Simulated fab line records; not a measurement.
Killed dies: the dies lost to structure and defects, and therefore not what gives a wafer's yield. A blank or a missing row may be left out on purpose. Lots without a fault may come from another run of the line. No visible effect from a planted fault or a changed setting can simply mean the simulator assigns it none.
Struck lot and sound lot, side by side    flow rit_cmos    23 steps out of a route of 202
Sound: wafers L745.2, L745.3, L745.5. Struck: wafers L755.3, L755.4, L755.5. At the end, the cause is stated.
Per side, at each step with rows, come the tool, then ch with its chambers, and then its first start. Under that, the readings that differ: sound wafers    struck wafers    difference of the means    sigmas: that difference in standard deviations of wafers without a fault.
alike: words and numbers the same on both sides, and readings whose means are apart by under 2 such deviations; not compared: readings that were withheld, readings missing a value for some wafer, numbers with overlapping values and no deviation given by the record, and bounds like >300 which may hide the same value.
A row with sigmas, a row that says differs or no value, or rows on one side alone: a step with any of these is where the two part. When numbers do not overlap yet have no deviation, they are printed without sigmas and do not part them. A reading missing from all wafers of one side parts the sides only when that side holds two or more wafers.

RIT_SDANNEAL_RS_MEAS_06: measurement is done with a four-point probe.
  struck on film_metro-01, day 5 14:08; sound on film_metro-01, day 3 14:20
  alike: PLDD_RS
RIT_SDANNEAL_RS_MEAS_07: measurement is done with a four-point probe.
  struck on film_metro-01, day 5 14:16; sound on film_metro-01, day 3 14:28
  alike: NLDD_RS
then, 1 step without rows for these wafers: RIT_SILICIDE_WET_ETCH_00 (etches SiO2 in BOE, target depth 14 nm, time 15 s).
RIT_SILICIDE_SPUTTER_01: material Ti, target thk 30 nm, time 240 s.
  struck on pvd_sputter-03, day 5 14:21; sound on pvd_sputter-02, day 3 14:35
  alike: throttle_valve_pct
RIT_SILICIDE_RS_MEAS_02: measurement is done with a four-point probe.
  struck on film_metro-03, day 5 14:32; sound on film_metro-04, day 3 14:45
  alike: SILICIDE_TI_RS
RIT_SILICIDE_THK_MEAS_03: measures by xrf.
  struck on film_metro-03, day 5 14:38; sound on film_metro-04, day 3 14:52
  alike: SILICIDE_TI_THK
RIT_SILICIDE_RTA_04: time 10 s, ramp up 5 s, ramp down 5 s.
  sound on rtp_anneal-01 ch 0, day 3 14:55; struck on rtp_anneal-02 ch 0, day 5 14:42
  alike: anneal_temp_c_max, wafer_temp_C_max
then, 1 step without rows for these wafers: RIT_SILICIDE_WET_ETCH_05 (etches Ti in SPM, time 120 s).
RIT_SILICIDE_RTA_06: time 10 s, ramp up 5 s, ramp down 10 s.
  sound on rtp_anneal-02 ch 0, day 3 15:02; struck on rtp_anneal-01 ch 0, day 5 14:49
  alike: anneal_temp_c_max, wafer_temp_C_max
RIT_CONTACT_CVD_00: deposits SiO2 from TEOS, target thk 400 nm, time 61 s.
  sound on pecvd-04 ch 0,1, day 3 15:05; struck on pecvd-04 ch 0,1,2, day 5 14:52
  alike: heater_power_w
RIT_CONTACT_THK_MEAS_01:
  struck on film_metro-01, day 5 14:56; sound on film_metro-04, day 3 15:08
  alike: CONTACT_TEOS_THK
then, 1 step without rows for these wafers: RIT_CONTACT_HMDS_02 (prime time 60 s).
RIT_CONTACT_COAT_03: resist thk 1000 nm.
  sound on litho_track-01 ch 0, day 3 15:22; struck on litho_track-04 ch 0, day 5 15:10
reading                                       sound            struck             difference  sigmas
model.NOVOLAK_of_CONTACT_COAT_03.thk_nm (nm)  999 998.8 998.7  987.1 987.6 984.8  -12.3       
  alike: spin_speed_rpm
then, 4 steps without rows for these wafers: RIT_CONTACT_SOFTBAKE_04 (time 60 s); RIT_CONTACT_EXPOSE_05 (exposes mask M11, target cd 1000 nm); RIT_CONTACT_PEB_06; RIT_CONTACT_DEVELOP_07 (develop time 120 s).
RIT_CONTACT_CD_MEAS_08 targets a cd of 1000 nm.
  struck on cd_sem-02, day 5 16:11; sound on cd_sem-01, day 3 16:19
  alike: cd_nm
RIT_CONTACT_OVL_MEAS_09:
  struck on overlay-02, day 5 16:17; sound on overlay-01, day 3 16:25
  alike: CONTACT_OVL
then, 1 step without rows for these wafers: RIT_CONTACT_HARDBAKE_10 (time 60 s).
RIT_CONTACT_ETCH_11: etches SiO2 in CHF3/CF4/Ar, stops on TiSi2, target depth 480 nm, time 320 s.
  sound on rie_diel-01 ch 0,2, day 3 16:36; struck on rie_diel-01 ch 0,1,2, day 5 16:31
reading                                       sound              struck             difference  sigmas
model.NOVOLAK_of_CONTACT_COAT_03.thk_nm (nm)  770.1 769.4 769.3  760.4 760.1 752.8  -11.8       
  alike: CHF3_flow_sccm, drypump_motor_current_A, oes_product_au, throttle_valve_pct
  not compared: rf_hours_counter_h
RIT_CONTACT_STRIP_12: strips in O2, time 180 s.
  sound on plasma_asher-02 ch 0, day 3 16:47; struck on plasma_asher-01 ch 0,1, day 5 16:46
  alike: drypump_motor_current_A
  not compared: rf_hours_counter_h
following that, these wafers have no rows for 1 step: RIT_M1_PROBE_99.

WHERE THEY PART
Nowhere in this record.

WHY: what the simulator had put in
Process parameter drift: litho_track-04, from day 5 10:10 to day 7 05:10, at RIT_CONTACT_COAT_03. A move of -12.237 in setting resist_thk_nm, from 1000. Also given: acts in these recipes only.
